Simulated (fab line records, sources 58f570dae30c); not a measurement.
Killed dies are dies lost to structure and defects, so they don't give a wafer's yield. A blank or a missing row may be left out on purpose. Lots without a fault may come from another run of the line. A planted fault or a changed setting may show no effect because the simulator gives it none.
One fault seen from 2 desks | flow berkeley_cmos170 | each desk has only its own numbers; what lay behind them comes last

THE TOOL OWNER'S DESK: pecvd-03
The tool's own readings at UCB170_SPACER_CVD_00 (deposits SiO2 from TEOS/O2, target thk 376 nm, time 47 s): means of the sampled wafers that have a number, for each lot that ran on this tool. A lot is out of limits, marked OUT, if its mean lies more than 4 standard deviations from the usual mean; the brackets give that distance.
Columns: A = heater_power_w at UCB170_SPACER_CVD_00, usual 250 W; B = susceptor_temp_C at UCB170_SPACER_CVD_00, usual 389.98 C
lot  | first seen here | A   | B
L391 | day 7 16:44     | 235 | 390.10
L399 | day 10 09:43    | 192 | 389.87
L400 | day 10 10:26    | 257 | 389.84
This desk's finding: nothing out of limits on any of the 3 lots.

THE METROLOGY DESK
What the gauges read, lot by lot, whatever tool the lot ran on: means of the sampled wafers that have a number. A lot is out of limits, marked OUT, if its mean lies more than 4 standard deviations from the usual mean; the brackets give that distance. Of its 10 readings 7 are shown: those that lie furthest out on some lot.
Columns: A = cd_nm at UCB170_NLDD_CD_MEAS_06, usual 1200.1 nm; B = NLDD_OVL at UCB170_NLDD_OVL_MEAS_07, usual -2 nm; C = NLDD_TW at UCB170_NLDD_TW_MEAS_11, usual 2217; D = SPACER_TEOS_THK at UCB170_SPACER_THK_MEAS_01, usual 376 nm; E = PSD_TW at UCB170_PSD_TW_MEAS_10, usual 2329; F = NSD_OVL at UCB170_NSD_OVL_MEAS_07, usual -3 nm; G = NSD_TW at UCB170_NSD_TW_MEAS_10, usual 4188
lot  | first seen here | A      | B  | C    | D   | E    | F  | G
L391 | day 7 15:50     | 1201.0 | -2 | 2192 | 376 | 2307 | 6  | 4143
L392 | day 8 14:31     | 1201.3 | -3 | 2239 | 377 | 2312 | -7 | 4156
L397 | day 9 14:05     | 1200.4 | -1 | 2204 | 370 | 2302 | -4 | 4219
L396 | day 9 14:23     | 1200.0 | 6  | 2234 | 374 | 2314 | -2 | 4246
L399 | day 10 08:55    | 1197.9 | -6 | 2251 | 372 | 2292 | -2 | 4137
L400 | day 10 09:35    | 1198.7 | -3 | 2198 | 379 | 2349 | 0  | 4144
This desk's finding: nothing out of limits on any of the 6 lots.

PUT TOGETHER
The tool owner's desk saw nothing out of limits.
The metrology desk saw nothing out of limits.

WHAT THE SIMULATOR HAD PUT IN
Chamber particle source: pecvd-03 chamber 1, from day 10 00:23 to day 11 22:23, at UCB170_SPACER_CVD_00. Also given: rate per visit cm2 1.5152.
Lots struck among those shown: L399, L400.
